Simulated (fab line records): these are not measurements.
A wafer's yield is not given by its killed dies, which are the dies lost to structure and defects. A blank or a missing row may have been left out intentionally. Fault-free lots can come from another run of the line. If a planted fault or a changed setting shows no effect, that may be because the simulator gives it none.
Which tool did it? || flow berkeleyCmos170 || 42 wafers from 14 lots sampled at 2 of the route's 331 steps

WHAT THE GAUGES READ, wafer by wafer
UCB170_PWELL_THK_MEAS_03. Usual: for PWELL_OXIDE_THK the level is 26.3 nm and the standard deviation is 0.44.
{"lot": "L262", "measured": "day 2 18:53", "on": "filmMetro-01", "PWELL_OXIDE_THK (nm)": "26.5 25.8 26.4", "flag": ""}
{"lot": "L264", "measured": "day 3 07:55", "on": "filmMetro-03", "PWELL_OXIDE_THK (nm)": "26.8 27.0 27.3", "flag": ""}
{"lot": "L265", "measured": "day 3 14:56", "on": "filmMetro-03", "PWELL_OXIDE_THK (nm)": "26.5 26.3 26.3", "flag": ""}
{"lot": "L266", "measured": "day 3 14:55", "on": "filmMetro-02", "PWELL_OXIDE_THK (nm)": "26.5 26.5 27.1", "flag": ""}
{"lot": "L267", "measured": "day 3 22:10", "on": "filmMetro-03", "PWELL_OXIDE_THK (nm)": "26.3 26.0 26.1", "flag": ""}
{"lot": "L269", "measured": "day 4 05:55", "on": "filmMetro-02", "PWELL_OXIDE_THK (nm)": "26.1 26.5 26.3", "flag": ""}
{"lot": "L270", "measured": "day 4 15:51", "on": "filmMetro-01", "PWELL_OXIDE_THK (nm)": "26.3 26.0 26.2", "flag": ""}
{"lot": "L271", "measured": "day 5 04:33", "on": "filmMetro-01", "PWELL_OXIDE_THK (nm)": "39.1 38.9 38.8", "flag": "OFF"}
{"lot": "L273", "measured": "day 5 15:31", "on": "filmMetro-02", "PWELL_OXIDE_THK (nm)": "38.7 39.1 38.4", "flag": "OFF"}
{"lot": "L274", "measured": "day 5 12:40", "on": "filmMetro-01", "PWELL_OXIDE_THK (nm)": "26.5 27.2 26.7", "flag": ""}
{"lot": "L282", "measured": "day 7 06:59", "on": "filmMetro-01", "PWELL_OXIDE_THK (nm)": "26.4 26.8 26.7", "flag": ""}
{"lot": "L283", "measured": "day 7 12:48", "on": "filmMetro-02", "PWELL_OXIDE_THK (nm)": "26.4 26.3 26.4", "flag": ""}
{"lot": "L284", "measured": "day 7 12:49", "on": "filmMetro-01", "PWELL_OXIDE_THK (nm)": "26.0 26.0 26.2", "flag": ""}
{"lot": "L285", "measured": "day 7 23:08", "on": "filmMetro-01", "PWELL_OXIDE_THK (nm)": "26.5 26.5 27.0", "flag": ""}

WHAT TOOL EACH LOT RAN ON (gives the tool, then ch and the chambers of the sampled wafers, and finally the start)
{"lot": "L262", "UCB170_PWELL_OXIDATION_02": "furnace-04 ch 0, day 2 17:31"}
{"lot": "L264", "UCB170_PWELL_OXIDATION_02": "furnace-01 ch 0, day 3 06:34"}
{"lot": "L265", "UCB170_PWELL_OXIDATION_02": "furnace-04 ch 0, day 3 13:34"}
{"lot": "L266", "UCB170_PWELL_OXIDATION_02": "furnace-04 ch 0, day 3 13:34"}
{"lot": "L267", "UCB170_PWELL_OXIDATION_02": "furnace-02 ch 0, day 3 20:49"}
{"lot": "L269", "UCB170_PWELL_OXIDATION_02": "furnace-04 ch 0, day 4 04:34"}
{"lot": "L270", "UCB170_PWELL_OXIDATION_02": "furnace-01 ch 0, day 4 14:29"}
{"lot": "L271", "UCB170_PWELL_OXIDATION_02": "furnace-02 ch 0, day 5 00:07"}
{"lot": "L273", "UCB170_PWELL_OXIDATION_02": "furnace-02 ch 0, day 5 11:19"}
{"lot": "L274", "UCB170_PWELL_OXIDATION_02": "furnace-02 ch 0, day 5 11:19"}
{"lot": "L282", "UCB170_PWELL_OXIDATION_02": "furnace-04 ch 0, day 7 05:38"}
{"lot": "L283", "UCB170_PWELL_OXIDATION_02": "furnace-02 ch 0, day 7 11:27"}
{"lot": "L284", "UCB170_PWELL_OXIDATION_02": "furnace-02 ch 0, day 7 11:27"}
{"lot": "L285", "UCB170_PWELL_OXIDATION_02": "furnace-01 ch 0, day 7 21:47"}
- UCB170_PWELL_OXIDATION_02: target thk 26.4 nm, ox time 1260 s.

WHAT THE TOOLS THEMSELVES READ (means of the sampled wafers that have a number; where no wafer has one, the mark that the record gives instead)
UCB170_PWELL_OXIDATION_02. Usual: 1006.9 for oxTempCMax, sd 2.3.
{"lot": "L262", "tool": "furnace-04", "oxTempCMax": 1004.5, "flag": ""}
{"lot": "L264", "tool": "furnace-01", "oxTempCMax": 1008.8, "flag": ""}
{"lot": "L265", "tool": "furnace-04", "oxTempCMax": 1003.3, "flag": ""}
{"lot": "L266", "tool": "furnace-04", "oxTempCMax": 1003.9, "flag": ""}
{"lot": "L267", "tool": "furnace-02", "oxTempCMax": 1009.5, "flag": ""}
{"lot": "L269", "tool": "furnace-04", "oxTempCMax": 1003.7, "flag": ""}
{"lot": "L270", "tool": "furnace-01", "oxTempCMax": 1010.0, "flag": ""}
{"lot": "L271", "tool": "furnace-02", "oxTempCMax": 1007.6, "flag": ""}
{"lot": "L273", "tool": "furnace-02", "oxTempCMax": 1008.0, "flag": ""}
{"lot": "L274", "tool": "furnace-02", "oxTempCMax": 1007.0, "flag": ""}
{"lot": "L282", "tool": "furnace-04", "oxTempCMax": 1004.5, "flag": ""}
{"lot": "L283", "tool": "furnace-02", "oxTempCMax": 1007.5, "flag": ""}
{"lot": "L284", "tool": "furnace-02", "oxTempCMax": 1008.0, "flag": ""}
{"lot": "L285", "tool": "furnace-01", "oxTempCMax": 1008.4, "flag": ""}

THE ANSWER, worked out from the rows above alone
Rule: a lot counts as off when the mean over its wafers that have a number is more than 3 standard deviations away from the usual mean. A lot without any number at a reading at which 4 lots or more have one is off too. The other lots that the step has rows for count as sound. Order of review: gauges by route order, followed by the tools' own readings, for which a lot's mean as printed above is used. The first step at which some lot is off is used, and at that step the reading that is off furthest; a lot without a number counts as furthest.
Off: L271, L273, at UCB170_PWELL_THK_MEAS_03 (PWELL_OXIDE_THK).
A tool fits if, at a process step before that reading, it ran every lot that is off, and no sound lot after the first of them. The gauges at UCB170_PWELL_THK_MEAS_03 are tried like those tools. Not one of the candidates tried fits.

WHAT THE SIMULATOR HAD PUT IN
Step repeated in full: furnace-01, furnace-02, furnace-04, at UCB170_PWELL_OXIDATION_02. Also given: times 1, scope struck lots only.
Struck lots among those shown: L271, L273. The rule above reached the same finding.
